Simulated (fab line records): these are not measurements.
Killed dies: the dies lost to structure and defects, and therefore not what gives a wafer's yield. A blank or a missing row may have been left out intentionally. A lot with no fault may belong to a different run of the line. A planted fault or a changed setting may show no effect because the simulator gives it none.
Which tool did it?    flow ritCmos    at 1 step of a route of 202, 14 lots with 42 wafers sampled

== WHAT THE GAUGES READ, wafer by wafer ==
The record holds no reading of a measuring or inspecting step that can be judged against a usual standard deviation.

== EACH LOT AND THE TOOL THAT RAN IT (in order: tool; ch and the chambers of the sampled wafers; start) ==
lot   RIT_FOX2_CLEAN_02
L314  wetBench-04 ch 0, day 1 19:51
L315  wetBench-04 ch 1, day 2 00:46
L316  wetBench-04 ch 2, day 2 06:42
L317  wetBench-04 ch 2, day 2 10:49
L318  wetBench-03 ch 1, day 2 16:06
L319  wetBench-03 ch 0, day 2 20:31
L326  wetBench-02 ch 3, day 4 08:39
L327  wetBench-02 ch 1, day 4 16:59
L328  wetBench-04 ch 1, day 4 20:08
L330  wetBench-04 ch 1, day 5 05:19
L331  wetBench-04 ch 2, day 5 08:58
L333  wetBench-03 ch 0, day 5 20:09
L334  wetBench-04 ch 3, day 6 02:26
L337  wetBench-04 ch 0, day 6 16:53
- RIT_FOX2_CLEAN_02: cleans in dHF, time 180 s.

== AS READ BY THE TOOLS THEMSELVES (means over the sampled wafers that have a number; for cases with no such wafer, the mark the record gives instead) ==
RIT_FOX2_CLEAN_02.
lot   tool         runLengthS (s)
L314  wetBench-04  205.3
L315  wetBench-04  203.8
L316  wetBench-04  205.5
L317  wetBench-04  205.6
L318  wetBench-03  206.5
L319  wetBench-03  203.4
L326  wetBench-02  54.1
L327  wetBench-02  51.0
L328  wetBench-04  210.7
L330  wetBench-04  203.1
L331  wetBench-04  206.6
L333  wetBench-03  203.4
L334  wetBench-04  205.9
L337  wetBench-04  214.1

== THE ANSWER, worked out from the rows above alone ==
Rule: usual is defined by the lots themselves. Put in order of their means at a reading, lots are off if they are a third of the lots or fewer, leave a main group of 4 or more, and stand apart from it by a gap of 3 or more times the standard deviation of the main group's means; of several such gaps the widest counts. If all means in a main group match to the digits the tables above print for the reading, that group is not used. A lot without any number at a reading at which 4 lots or more have one is off too. Any other lot the step has rows for is counted as sound. Order of review: gauges by route order, followed by the tools' own readings, for which a lot's mean as printed above is used. At the first step where some lot is off, the reading lying furthest off is the one used; lots without a number count as furthest.
Off: L326, L327 (RIT_FOX2_CLEAN_02, runLengthS). The main group: mean 206.2 s, standard deviation 3.1.
If a tool, at that step or one of the process steps before it, ran each lot that is off and ran no sound lot following the first of them, it fits. One fits: RIT_FOX2_CLEAN_02 on wetBench-02. It ran no sound lot before its first lot that is off in this sample, so the start can't be narrowed down.
On the lots that are off, the tool's own readings at RIT_FOX2_CLEAN_02 differ by more than 5 times the standard deviation of the sound lots' means, which bears it out; runLengthS reads 52.5 s there versus 206.2 s on the sound lots.

== WHAT THE SIMULATOR HAD INSERTED ==
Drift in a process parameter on wetBench-02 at RIT_FOX2_CLEAN_02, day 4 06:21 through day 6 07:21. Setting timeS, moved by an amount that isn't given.
Struck lots among those shown: L326, L327. The rule given above showed the same thing.
